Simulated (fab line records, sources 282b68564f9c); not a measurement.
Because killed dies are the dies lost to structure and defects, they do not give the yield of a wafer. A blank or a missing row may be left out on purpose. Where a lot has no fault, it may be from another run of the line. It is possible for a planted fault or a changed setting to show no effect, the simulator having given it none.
fab line records    flow ritCmos
[record] lots = 6  wafers = 18  lastDay = 7
route steps=202 shown NLDD@110 PLDD@114 SPACER@125 NSD@131 PSD@142 M1@202
lots untouched by any fault: they come from a run of this same line in which no faults occurred
startH: hours from the record's first day to the start of the lot's first wafer shown    waitH: how many hours have passed since the lot's step before this one    " same as the row above    L1.1+2: one row covering several wafers at once    - value missing, or start not given    * or withheld: withheld    < > ~ a bound
route shown NAME@n: a module of which the file shows steps, and the number in the route of the first    usual: average and standard deviation across the fault-free wafers    same: alike in all rows    chamber/n: place in a boat    sites: readings site by site    _std_site: standard deviation across them    _edge_site: outer sites' mean less inner sites'    radiusMm: for every site, how far away it sits from the centre of the wafer    mask NAME#n: copy n    behind: the last tool/chamber to shape the wafer    hold: reason for holding the lot/hours on hold/outcome of the hold    device: transistor that didn't switch, given as n, p or np    end of line: the same wafers' tests at the end of the route    for a step that has no rows: nothing shown but its recipe    killed: count of dies lost to structure and defects at first sort (not the wafer's yield)    map: dies across one wafer; x = killed, . = not, _ = none there
set.NAME: the run value of the setting; set.NAME@STEP: its run value at that earlier step    model.NAME: the simulator's own value behind a step, which no gauge read
lots at some steps of the route; a table a step, a row a wafer
services: the hour from which a tool's chamber was out of use, counted from the record's first day as startH (under 0 if before that day), plus the number of hours and why
[[steps]]
[step RIT_NLDD_HARDBAKE_07]
[recipe] resist = NOVOLAK  tempC = 140  timeS = 60
[step RIT_NLDD_IMPLANT_08]
[recipe] species = P  energyKev = 20  doseCm2 = 5e+14  tiltDeg = 7
[step RIT_NLDD_STRIP_09]
[recipe] chemistry = O2  timeS = 180  resist = NOVOLAK  platenTempC = withheld  powerW = 500  pressureMtorr = 4000  o2FlowSccm = 4000
[usual] drypumpMotorCurrentA = 5.47/0.28
lot.wafer  tool            chamber  startH  waitH  drypumpMotorCurrentA  rfHoursCounterH
L549.1     plasmaAsher-03  1        46.02   0.1    5.47                  43
L549.5     "               0        "       "      5.95                  -
L549.6     "               1        "       "      5.48                  -
L552.2     plasmaAsher-03  1        63.72   0.1    5.46                  45
L552.3     "               0        "       "      5.97                  -
L552.6     "               0        "       "      5.98                  -
L558.2     plasmaAsher-02  0        91.39   0.1    5.61                  37
L558.4     "               1        "       "      5.53                  -
L558.6     "               0        "       "      5.61                  -
L559.2     plasmaAsher-02  1        95.96   0.1    5.53                  38
L559.3     "               1        "       "      5.57                  -
L559.6     "               0        "       "      5.60                  -
L569.1     plasmaAsher-02  1        148.58  0.1    5.53                  3
L569.5     "               1        "       "      5.56                  -
L569.6     "               0        "       "      5.60                  -
L570.2     plasmaAsher-04  0        153.69  0.1    5.42                  57
L570.3     "               1        "       "      5.06                  -
L570.6     "               1        "       "      5.03                  -
[step RIT_NLDD_TW_MEAS_10]
[usual] NLDD_TW = 2470/12
lot.wafer  tool          chamber  startH  waitH  NLDD_TW
L549.1     filmMetro-04  -        46.19   0.1    2456
L549.5     "             -        "       "      2447
L549.6     "             -        "       "      2466
L552.2     filmMetro-02  -        63.90   0.1    2468
L552.3     "             -        "       "      2454
L552.6     "             -        "       "      2477
L558.2     filmMetro-03  -        91.57   0.1    2498
L558.4     "             -        "       "      2481
L558.6     "             -        "       "      2485
L559.2     filmMetro-03  -        96.15   0.1    2478
L559.3     "             -        "       "      2475
L559.6     "             -        "       "      2492
L569.1     filmMetro-03  -        148.76  0.1    2495
L569.5     "             -        "       "      2480
L569.6     "             -        "       "      2486
L570.2     filmMetro-04  -        153.88  0.1    2469
L570.3     "             -        "       "      2451
L570.6     "             -        "       "      2463
[step RIT_PLDD_HMDS_00]
[recipe] primeTimeS = 60  primeTempC = 140
[step RIT_PLDD_COAT_01]
[recipe] resist = NOVOLAK  spinRpm = 3250  resistThkNm = 1013
[step RIT_PLDD_SOFTBAKE_02]
[recipe] resist = NOVOLAK  tempC = 90  timeS = 60
[step RIT_PLDD_EXPOSE_03]
[recipe] maskId = M8  na = 0.57  targetCdNm = 40900  doseMj = 250
[step RIT_PLDD_PEB_04]
[recipe] resist = NOVOLAK  tempC = withheld  timeS = withheld
[step RIT_PLDD_DEVELOP_05]
[recipe] resist = NOVOLAK  developTimeS = 50  devTempC = 23
[step RIT_PLDD_OVL_MEAS_06]
[usual] PLDD_OVL = -0.7/1.4
lot.wafer  tool        chamber  startH  waitH  PLDD_OVL[nm]
L549.1     overlay-02  -        47.23   -      -0.3
L549.5     "           -        "       "      -1.2
L549.6     "           -        "       "      -0.9
L552.2     overlay-01  -        64.93   -      -2.2
L552.3     "           -        "       "      -0.6
L552.6     "           -        "       "      -2.0
L558.2     overlay-01  -        92.48   -      -2.5
L558.4     "           -        "       "      -3.0
L558.6     "           -        "       "      -1.8
L559.2     overlay-01  -        97.18   -      -1.2
L559.3     "           -        "       "      -0.8
L559.6     "           -        "       "      -0.9
L569.1     overlay-02  -        149.79  -      1.6
L569.5     "           -        "       "      1.7
L569.6     "           -        "       "      1.0
L570.2     overlay-01  -        154.91  -      -1.9
L570.3     "           -        "       "      -1.0
L570.6     "           -        "       "      -1.5
[step RIT_PLDD_HARDBAKE_07]
[recipe] resist = NOVOLAK  tempC = 140  timeS = 60
[step RIT_PLDD_IMPLANT_08]
[recipe] species = BF2  energyKev = 20  doseCm2 = 9e+14  tiltDeg = 7
[usual] beamEnergyKeV = 20.001/0.0062  doseIonsCm2 = 9.002e+14/9.2e+11
[same] implantIonAmu = 49
lot.wafer  tool          chamber  startH  waitH  beamEnergyKeV  doseIonsCm2  model.implant.drpNm
L549.1     implanter-02  0        47.41   0.1    20.000         9.015e+14    9.752
L549.5     "             0        "       "      20.005         8.989e+14    9.752
L549.6     "             0        "       "      20.005         9.004e+14    9.752
L552.2     implanter-03  0        65.14   0.1    20.008         9.006e+14    9.752
L552.3     "             0        "       "      20.001         9.002e+14    9.752
L552.6     "             0        "       "      19.993         9.002e+14    9.752
L558.2     implanter-02  0        92.69   0.1    19.993         9.01e+14     9.752
L558.4     "             0        "       "      19.995         9.005e+14    9.752
L558.6     "             0        "       "      20.000         8.998e+14    9.752
L559.2     implanter-03  0        97.38   0.1    20.006         9.008e+14    9.752
L559.3     "             0        "       "      20.003         9.012e+14    9.752
L559.6     "             0        "       "      20.009         9.014e+14    9.752
L569.1     implanter-03  0        149.98  0.1    19.553         8.991e+14    9.6
L569.5     "             0        "       "      19.565         8.99e+14     9.6
L569.6     "             0        "       "      19.558         8.997e+14    9.6
L570.2     implanter-03  0        155.11  0.1    19.561         9.011e+14    9.6
L570.3     "             0        "       "      19.565         9.013e+14    9.6
L570.6     "             0        "       "      19.575         9.003e+14    9.6
[step RIT_PLDD_STRIP_09]
[recipe] chemistry = O2  timeS = 180  resist = NOVOLAK  platenTempC = withheld  powerW = 500  pressureMtorr = 4000  o2FlowSccm = 4000
[usual] drypumpMotorCurrentA = 5.70/0.22
lot.wafer  tool            chamber  startH  waitH  drypumpMotorCurrentA  rfHoursCounterH
L549.1     plasmaAsher-02  0        47.56   0.1    5.64                  32
L549.5     "               1        "       "      5.53                  -
L549.6     "               0        "       "      5.63                  -
L552.2     plasmaAsher-02  0        65.26   0.1    5.62                  34
L552.3     "               0        "       "      5.62                  -
L552.6     "               1        "       "      5.55                  -
L558.2     plasmaAsher-01  0        92.81   0.1    6.16                  32
L558.4     "               1        "       "      5.73                  -
L558.6     "               0        "       "      6.16                  -
L559.2     plasmaAsher-02  1        97.51   0.1    5.55                  38
L559.3     "               1        "       "      5.55                  -
L559.6     "               1        "       "      5.51                  -
L569.1     plasmaAsher-02  1        150.13  0.1    5.55                  3
L569.5     "               1        "       "      5.55                  -
L569.6     "               0        "       "      5.62                  -
L570.2     plasmaAsher-03  0        155.24  0.1    5.93                  51
L570.3     "               0        "       "      5.97                  -
L570.6     "               1        "       "      5.46                  -
[step RIT_PLDD_TW_MEAS_10]
[usual] PLDD_TW = 2330/12
lot.wafer  tool          chamber  startH  waitH  PLDD_TW
L549.1     filmMetro-03  -        47.74   0.1    2328
L549.5     "             -        "       "      2330
L549.6     "             -        "       "      2332
L552.2     filmMetro-03  -        65.45   0.1    2323
L552.3     "             -        "       "      2335
L552.6     "             -        "       "      2339
L558.2     filmMetro-03  -        93.00   0.1    2350
L558.4     "             -        "       "      2344
L558.6     "             -        "       "      2335
L559.2     filmMetro-02  -        97.69   0.1    2321
L559.3     "             -        "       "      2318
L559.6     "             -        "       "      2319
L569.1     filmMetro-03  -        150.30  0.1    2321
L569.5     "             -        "       "      2327
L569.6     "             -        "       "      2329
L570.2     filmMetro-04  -        155.42  0.1    2306
L570.3     "             -        "       "      2309
L570.6     "             -        "       "      2314
[step RIT_SPACER_CLEAN_00]
[recipe] chemistry = SC1  mix = 3:3:50  timeS = 600  tempC = 75
[step RIT_SPACER_CLEAN_01]
[recipe] chemistry = dHF  dilution = 50:1  timeS = 30
[step RIT_SPACER_CLEAN_02]
[recipe] chemistry = SC2  mix = 3:3:50  timeS = 600  tempC = 75  dry = n2Spin
[step RIT_SPACER_CVD_03]
[recipe] material = Si3N4  targetThkNm = 250  tempC = 810  precursor = SiH2Cl2/NH3  timeS = 3300  pressureMtorr = 300  sih2cl2FlowSccm = 60  nh3FlowSccm = 150
[step RIT_SPACER_THK_MEAS_04]
[recipe] reads = Si3N4_of_SPACER_CVD_03
[usual] SPACER_NITRIDE_THK = 250.5/2
lot.wafer  tool          chamber  startH  waitH  SPACER_NITRIDE_THK[nm]
L549.1     filmMetro-01  -        50.11   0.0    251.9
L549.5     "             -        "       "      252.0
L549.6     "             -        "       "      249.3
L552.2     filmMetro-04  -        67.79   0.0    249.2
L552.3     "             -        "       "      248.5
L552.6     "             -        "       "      248.2
L558.2     filmMetro-02  -        95.51   0.0    247.2
L558.4     "             -        "       "      248.2
L558.6     "             -        "       "      249.7
L559.2     filmMetro-02  -        100.46  0.0    254.3
L559.3     "             -        "       "      251.2
L559.6     "             -        "       "      251.0
L569.1     filmMetro-01  -        152.66  0.0    251.4
L569.5     "             -        "       "      248.9
L569.6     "             -        "       "      251.6
L570.2     filmMetro-04  -        157.80  0.0    250.8
L570.3     "             -        "       "      253.0
L570.6     "             -        "       "      253.1
[step RIT_SPACER_ETCHBACK_05]
[recipe] targetDepthA = 2500  SF6_flow_sccm = 30  CHF3_flow_sccm = 30  target = Si3N4  chemistry = SF6/CHF3  pressureMtorr = 40  rfW = 250  timeS = 230.9  stopOn = SiO2
[usual] drypumpMotorCurrentA = 5.8/0.43  oesProductAu = 0.869/0.016  throttleValvePct = 10.29/0.12
lot.wafer  tool        chamber  startH  waitH  drypumpMotorCurrentA  oesProductAu  rfHoursCounterH  throttleValvePct
L549.1     rieDiel-03  2        50.17   0.1    6.1                   0.898         137              10.26
L549.5     "           3        "       "      5.8                   0.852         -                10.19
L549.6     "           0        "       "      5.3                   0.849         -                10.38
L552.2     rieDiel-03  3        67.84   0.0    5.9                   0.854         66               10.20
L552.3     "           2        "       "      6.1                   0.881         137              10.25
L552.6     "           1        "       "      6.1                   0.854         -                10.21
L558.2     rieDiel-03  3        95.56   0.0    5.8                   0.849         66               10.18
L558.4     "           1        "       "      6.0                   0.854         59               10.22
L558.6     "           1        "       "      6.1                   0.851         -                10.21
L559.2     rieDiel-01  2        100.51  0.0    5.7                   0.900         56               10.41
L559.3     "           0        "       "      5.5                   0.875         7                10.31
L559.6     "           3        "       "      5.5                   0.879         -                10.53
L569.1     rieDiel-01  3        152.72  0.1    5.5                   0.884         6                10.54
L569.5     "           3        "       "      5.6                   0.878         -                10.52
L569.6     "           0        "       "      5.5                   0.876         -                10.31
L570.2     rieDiel-01  3        157.85  0.0    5.6                   0.881         6                10.51
L570.3     "           2        "       "      5.7                   0.891         57               10.41
L570.6     "           0        "       "      5.5                   0.884         -                10.29
[step RIT_NSD_HMDS_00]
[recipe] primeTimeS = 60  primeTempC = 140
[step RIT_NSD_COAT_01]
[recipe] resist = NOVOLAK  spinRpm = 3250  resistThkNm = 1000
[step RIT_NSD_SOFTBAKE_02]
[recipe] resist = NOVOLAK  tempC = 90  timeS = 60
[step RIT_NSD_EXPOSE_03]
[recipe] maskId = M9  na = 0.57  targetCdNm = 40700  doseMj = 250
[step RIT_NSD_PEB_04]
[recipe] resist = NOVOLAK  tempC = withheld  timeS = withheld
[step RIT_NSD_DEVELOP_05]
[recipe] resist = NOVOLAK  developTimeS = 50  devTempC = 23
[step RIT_NSD_OVL_MEAS_06]
[usual] NSD_OVL = -1.5/2
lot.wafer  tool        chamber  startH  waitH  NSD_OVL[nm]
L549.1     overlay-02  -        51.30   -      -1.7
L549.5     "           -        "       "      -2.4
L549.6     "           -        "       "      -2.5
L552.2     overlay-01  -        68.97   -      -6.3
L552.3     "           -        "       "      -5.9
L552.6     "           -        "       "      -4.9
L558.2     overlay-02  -        96.79   -      0.1
L558.4     "           -        "       "      0.4
L558.6     "           -        "       "      -1.1
L559.2     overlay-01  -        101.58  -      -1.1
L559.3     "           -        "       "      -0.4
L559.6     "           -        "       "      -0.6
L569.1     overlay-01  -        153.72  -      -4.6
L569.5     "           -        "       "      -3.2
L569.6     "           -        "       "      -3.5
L570.2     overlay-02  -        158.98  -      -1.4
L570.3     "           -        "       "      -1.4
L570.6     "           -        "       "      -1.1
[step RIT_NSD_HARDBAKE_07]
[recipe] resist = NOVOLAK  tempC = 140  timeS = 60
[step RIT_NSD_IMPLANT_08]
[recipe] species = P  energyKev = 25  doseCm2 = 1e+15  tiltDeg = 7
[step RIT_NSD_STRIP_09]
[recipe] chemistry = O2  timeS = 180  resist = NOVOLAK  platenTempC = withheld  powerW = 500  pressureMtorr = 4000  o2FlowSccm = 4000
[usual] drypumpMotorCurrentA = 5.6/0.4
lot.wafer  tool            chamber  startH  waitH  drypumpMotorCurrentA  rfHoursCounterH
L549.1     plasmaAsher-03  0        51.63   0.1    6.0                   44
L549.5     "               0        "       "      6.0                   -
L549.6     "               1        "       "      5.4                   -
L552.2     plasmaAsher-04  0        69.30   0.1    5.4                   47
L552.3     "               1        "       "      5.0                   -
L552.6     "               1        "       "      5.0                   -
L558.2     plasmaAsher-01  0        97.12   0.1    6.2                   33
L558.4     "               0        "       "      6.2                   -
L558.6     "               0        "       "      6.2                   -
L559.2     plasmaAsher-01  1        101.91  0.1    5.7                   33
L559.3     "               0        "       "      6.2                   -
L559.6     "               1        "       "      5.7                   -
L569.1     plasmaAsher-03  0        154.06  0.1    6.0                   51
L569.5     "               1        "       "      5.5                   -
L569.6     "               0        "       "      5.9                   -
L570.2     plasmaAsher-04  0        159.31  0.1    5.4                   58
L570.3     "               0        "       "      5.4                   -
L570.6     "               1        "       "      5.0                   -
[step RIT_NSD_TW_MEAS_10]
[usual] NSD_TW = 3100/16
lot.wafer  tool          chamber  startH  waitH  NSD_TW
L549.1     filmMetro-03  -        51.81   0.1    3099
L549.5     "             -        "       "      3088
L549.6     "             -        "       "      3110
L552.2     filmMetro-02  -        69.49   0.1    3117
L552.3     "             -        "       "      3098
L552.6     "             -        "       "      3095
L558.2     filmMetro-03  -        97.31   0.1    3098
L558.4     "             -        "       "      3117
L558.6     "             -        "       "      3111
L559.2     filmMetro-04  -        102.10  0.1    3089
L559.3     "             -        "       "      3105
L559.6     "             -        "       "      3091
L569.1     filmMetro-02  -        154.23  0.1    3066
L569.5     "             -        "       "      3068
L569.6     "             -        "       "      3070
L570.2     filmMetro-03  -        159.49  0.1    3105
L570.3     "             -        "       "      3117
L570.6     "             -        "       "      3103
[step RIT_PSD_HMDS_00]
[recipe] primeTimeS = 60  primeTempC = 140
[step RIT_PSD_COAT_01]
[recipe] resist = NOVOLAK  spinRpm = 3318  resistThkNm = 1000
[step RIT_PSD_SOFTBAKE_02]
[recipe] resist = NOVOLAK  tempC = 90  timeS = 60
[step RIT_PSD_EXPOSE_03]
[recipe] maskId = M10  na = 0.57  targetCdNm = 40900  doseMj = 250
[step RIT_PSD_PEB_04]
[recipe] resist = NOVOLAK  tempC = withheld  timeS = withheld
[step RIT_PSD_DEVELOP_05]
[recipe] resist = NOVOLAK  developTimeS = 50  devTempC = 23
[step RIT_PSD_OVL_MEAS_06]
[usual] PSD_OVL = -0.6/1.1
lot.wafer  tool        chamber  startH  waitH  PSD_OVL[nm]
L549.1     overlay-02  -        52.72   -      0.0
L549.5     "           -        "       "      -1.1
L549.6     "           -        "       "      -0.3
L552.2     overlay-01  -        70.55   -      -0.3
L552.3     "           -        "       "      0.0
L552.6     "           -        "       "      -0.3
L558.2     overlay-02  -        98.21   -      -2.0
L558.4     "           -        "       "      -2.8
L558.6     "           -        "       "      -1.8
L559.2     overlay-01  -        103.00  -      0.4
L559.3     "           -        "       "      1.9
L559.6     "           -        "       "      -0.4
L569.1     overlay-01  -        155.35  -      -1.7
L569.5     "           -        "       "      -1.5
L569.6     "           -        "       "      -2.7
L570.2     overlay-02  -        160.40  -      0.7
L570.3     "           -        "       "      0.2
L570.6     "           -        "       "      1.0
[step RIT_PSD_HARDBAKE_07]
[recipe] resist = NOVOLAK  tempC = 139.5  timeS = 60
[step RIT_PSD_IMPLANT_08]
[recipe] species = BF2  energyKev = 27  doseCm2 = 5e+15  tiltDeg = 7
[step RIT_PSD_STRIP_09]
[recipe] chemistry = O2  timeS = 180  resist = NOVOLAK  platenTempC = withheld  powerW = 500  pressureMtorr = 4000  o2FlowSccm = 4000
[usual] drypumpMotorCurrentA = 5.7/0.35
lot.wafer  tool            chamber  startH  waitH  drypumpMotorCurrentA  rfHoursCounterH
L549.1     plasmaAsher-02  0        53.06   0.1    5.6                   32
L549.5     "               0        "       "      5.6                   -
L549.6     "               1        "       "      5.6                   -
L552.2     plasmaAsher-04  0        70.88   0.1    5.4                   47
L552.3     "               0        "       "      5.4                   -
L552.6     "               0        "       "      5.4                   -
L558.2     plasmaAsher-01  1        98.54   0.1    5.8                   33
L558.4     "               1        "       "      5.8                   -
L558.6     "               0        "       "      6.2                   -
L559.2     plasmaAsher-02  0        103.33  0.1    5.6                   39
L559.3     "               0        "       "      5.6                   -
L559.6     "               1        "       "      5.5                   -
L569.1     plasmaAsher-01  0        155.69  0.1    6.2                   39
L569.5     "               1        "       "      5.8                   -
L569.6     "               0        "       "      6.2                   -
L570.2     plasmaAsher-02  0        160.73  0.1    5.6                   5
L570.3     "               0        "       "      5.6                   -
L570.6     "               1        "       "      5.6                   -
[step RIT_SDANNEAL_RS_MEAS_06]
[recipe] thkMeasGauge = four-point-probe
[usual] PLDD_RS = 178.8/0.47
lot.wafer  tool          chamber  startH  waitH  PLDD_RS[ohm/sq]
L549.1     filmMetro-02  -        54.05   0.1    178.3
L549.5     "             -        "       "      177.8
L549.6     "             -        "       "      178.2
L552.2     filmMetro-03  -        71.80   0.1    178.8
L552.3     "             -        "       "      178.4
L552.6     "             -        "       "      179.2
L558.2     filmMetro-02  -        99.85   0.1    178.7
L558.4     "             -        "       "      179.0
L558.6     "             -        "       "      179.4
L559.2     filmMetro-02  -        104.27  0.1    179.4
L559.3     "             -        "       "      178.8
L559.6     "             -        "       "      178.8
L569.1     filmMetro-03  -        156.59  0.1    179.7
L569.5     "             -        "       "      180.1
L569.6     "             -        "       "      180.5
L570.2     filmMetro-02  -        161.74  0.1    180.1
L570.3     "             -        "       "      180.5
L570.6     "             -        "       "      180.5
[step RIT_M1_PROBE_99]
[usual] killedAtContacts = 0.1/0.24  killedAtFrontEnd = 7/3  killedDies = 7/3  killedOpen = 3.2/1.8  killedShort = 3.5/2.1
[same] grossDies = 264  killed_at_M0_to_M3 = 0  killed_at_M4_up = 0  killedAtBackSide = 0  killedAtOther = 0
lot.wafer  tool       chamber  startH  waitH  killedAtContacts  killedAtFrontEnd  killedDies  killedOpen  killedShort
L559.2     prober-01  -        111.78  0.1    0                 8                 8           4           4
L559.3     prober-01  -        111.83  0.2    0                 9                 9           6           3
L559.6     prober-01  -        111.98  0.2    0                 3                 3           0           3
L570.2     prober-02  -        169.04  0.1    0                 3                 3           1           2
L570.3     prober-02  -        169.09  0.2    0                 6                 6           3           3
L570.6     prober-02  -        169.24  0.2    0                 5                 5           3           2
// killed by level:class
L559.2 FOX1:geometricParticle:short=2 GATE:geometricParticle:open=2 FOX1:geometricParticle:open=1 GATE:geometricParticle:short=1 REOX:geometricParticle:open=1 SPACER:geometricParticle:short=1
L559.3 SPACER:geometricParticle:open=4 REOX:geometricParticle:short=2 FOX1:geometricParticle:open=2 GATE:geometricParticle:short=1
L559.6 FOX2:geometricParticle:short=2 GATE:geometricParticle:short=1
L570.2 GATE:geometricParticle:open=1 SPACER:geometricParticle:short=1 SILICIDE:geometricParticle:short=1
L570.3 REOX:geometricParticle:open=2 SPACER:geometricParticle:short=2 FOX2:geometricParticle:open=1 SILICIDE:geometricParticle:short=1
L570.6 SPACER:geometricParticle:open=2 FOX1:geometricParticle:short=1 FOX2:geometricParticle:open=1 SILICIDE:geometricParticle:short=1
[[services]]
tool            chamber  startH  hours  kind
rieDiel-03      0        22.45   14.5   repair
plasmaAsher-03  -        25.21   1.6    repair
plasmaAsher-03  -        25.40   3.0    repair
rieDiel-03      2        26.62   7.9    repair
implanter-02    -        31.30   2.7    repair
plasmaAsher-03  -        60.21   2.8    pm
plasmaAsher-03  -        81.50   28.1   pm
rieDiel-03      1        82.04   5.8    repair
implanter-03    -        82.41   4.7    pm
rieDiel-01      -        107.19  14.6   pm
implanter-02    -        108.31  6.9    repair
plasmaAsher-02  -        108.75  9.0    pm
plasmaAsher-02  0        108.75  9.0    ventCycle
plasmaAsher-02  1        108.75  9.0    ventCycle
plasmaAsher-02  0        117.75  -      clean
plasmaAsher-02  1        117.75  -      clean
rieDiel-01      -        122.60  1.5    repair
implanter-03    -        129.79  1.3    repair
plasmaAsher-03  -        131.59  9.1    repair
rieDiel-01      2        135.59  19.8   repair
implanter-02    -        136.48  7.4    pm
[[key]]
[firstSign] step = RIT_PLDD_IMPLANT_08  reading = beamEnergyKeV  direction = down  sigmas = 70  usual = 20.001  struck = 19.563
[effect] step = RIT_SDANNEAL_RS_MEAS_06  reading = PLDD_RS  direction = up  sigmas = 3.1  usual = 178.8  struck = 180.2
[modelEffect] step = RIT_PLDD_IMPLANT_08  value = implant.drpNm  without = 9.752  struck = 9.6
metAt RIT_PLDD_IMPLANT_08
struckWafers L569.1,L569.5,L569.6,L570.2,L570.3,L570.6
testerLeftOut L569,L570
onsetBetween 97.38 149.98
[fault] kind = processParameterDrift  tool = implanter-03  chamber = -  onsetH = 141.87  steps = RIT_PLDD_IMPLANT_08  channel = energyKev  offset = -0.4419  shape = step  endH = 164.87  actsIn = theseRecipesOnly  stated = 20
// testerLeftOut: of these lots the tester's yield and bins aren't shown, on N5 and GAA mostly nor the transistor test; their killed dies are dies lost to structure and defects alone, not to doping, threshold or leakage, so they don't give the yield
